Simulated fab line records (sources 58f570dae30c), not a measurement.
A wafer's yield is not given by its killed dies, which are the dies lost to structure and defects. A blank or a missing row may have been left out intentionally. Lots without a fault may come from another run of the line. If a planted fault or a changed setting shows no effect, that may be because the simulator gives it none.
Code-filled problem report in 8D (eight disciplines) form / flow berkeley cmos170 / the parts of the form that need people (team, actions taken, sign-off) are left out

== 1. PROBLEM STATEMENT ==
Mean V2_POLISHED_THK at UCB170_V2_THK_MEAS_04: 1350.0 nm over 6 wafers in 2 lots; fault-free wafers: 1000.2 nm, standard deviation 1.1. That is +99 or more standard deviations from the usual mean.
Seen first at day 12 04:15 on film metro-01, wafer L299.2. At this step, 42 wafers from 14 lots have a number in the record. The rule behind "out" and "out of limits": a value lying over 4 standard deviations away from the usual mean. Any other wafer with a number is counted as sound.

== 2. WHAT IT IS, AND WHAT IT ISN'T ==
question=which readings at this step | is=V2_POLISHED_THK | is not=-
question=which lots | is=L299, L300 | is not=L279, L282, L283, L285, L286, L287, L288, L290, L291, L293, L296, L301
question=which wafers of those lots | is=all that have a number | is not=-
question=read on which gauges | is=film metro-01, film metro-03 | is not=film metro-02
question=when | is=from day 12 04:15 | is not=up to then (33 sound wafers); but 3 sound wafers of L301 came after

== 3. THE SUSPECTS, EACH WITH WHAT RULES IT OUT ==
Counting: any tool at a process step up to the reading is kept as a suspect provided that every lot that is out went through it and no sound lot did after the first of them.
- ruled out: the gauge at UCB170_V2_THK_MEAS_04. 2 gauges (film metro-01, film metro-03) read the wafers that are out.
- cmp-01 at UCB170_V2_CMP_02 (polishes SiO2): kept. It processed each lot that is out, first L299 at day 12 03:29, and no sound lot thereafter; up to then, the last sound lot it processed was L296 at day 11 13:18.
Left after counting: cmp-01 at UCB170_V2_CMP_02.

== 4. THE CAUSE (what the simulator had put in) ==
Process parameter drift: cmp-01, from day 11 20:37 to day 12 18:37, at UCB170_V2_CMP_02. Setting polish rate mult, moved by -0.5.
Counting left only this tool.

== 5. THE EFFECT CHAIN, in route order ==
Rows list readings where the struck wafers' mean (over those with a number) sits beyond 3 standard deviations from the usual. Scope: only readings with a usual standard deviation given in the record; hours: median across lots of the time from each lot's start at the first step in this table that gives one to its start at this step; sigmas: change in usual standard deviations.
hours=0; step=UCB170_V2_THK_MEAS_04; reading=V2_POLISHED_THK; usual=1000.2 nm; on struck wafers=1350.0; change=+349.8; sigmas=+99 or more
hours=2; step=UCB170_V2_ETCH_14; reading=oes product au; usual=0.877 a.u.; on struck wafers=0.999; change=+0.122; sigmas=+9.4
Process steps it contains:
- UCB170_V2_ETCH_14: etches SiO2 in CHF3/CF4/Ar, stops on Al, target depth 1250 nm, time 291 s.

== 6. HOW IT WOULD HAVE BEEN CAUGHT EARLIER ==
Counted from the fault's start at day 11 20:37, it took 8 hours until the first out-of-limits reading at a measuring or inspecting step in this record, taken at day 12 04:15.
Tool readings at UCB170_V2_CMP_02 with a usual standard deviation given in the record: none out on any struck wafer, hence no alarm at a limit of 4 standard deviations on them.
Among the 2 lots that are out, L300 began UCB170_V2_CMP_02 on cmp-01 after day 12 04:15. It would have been spared by a hold on the tool at that moment.
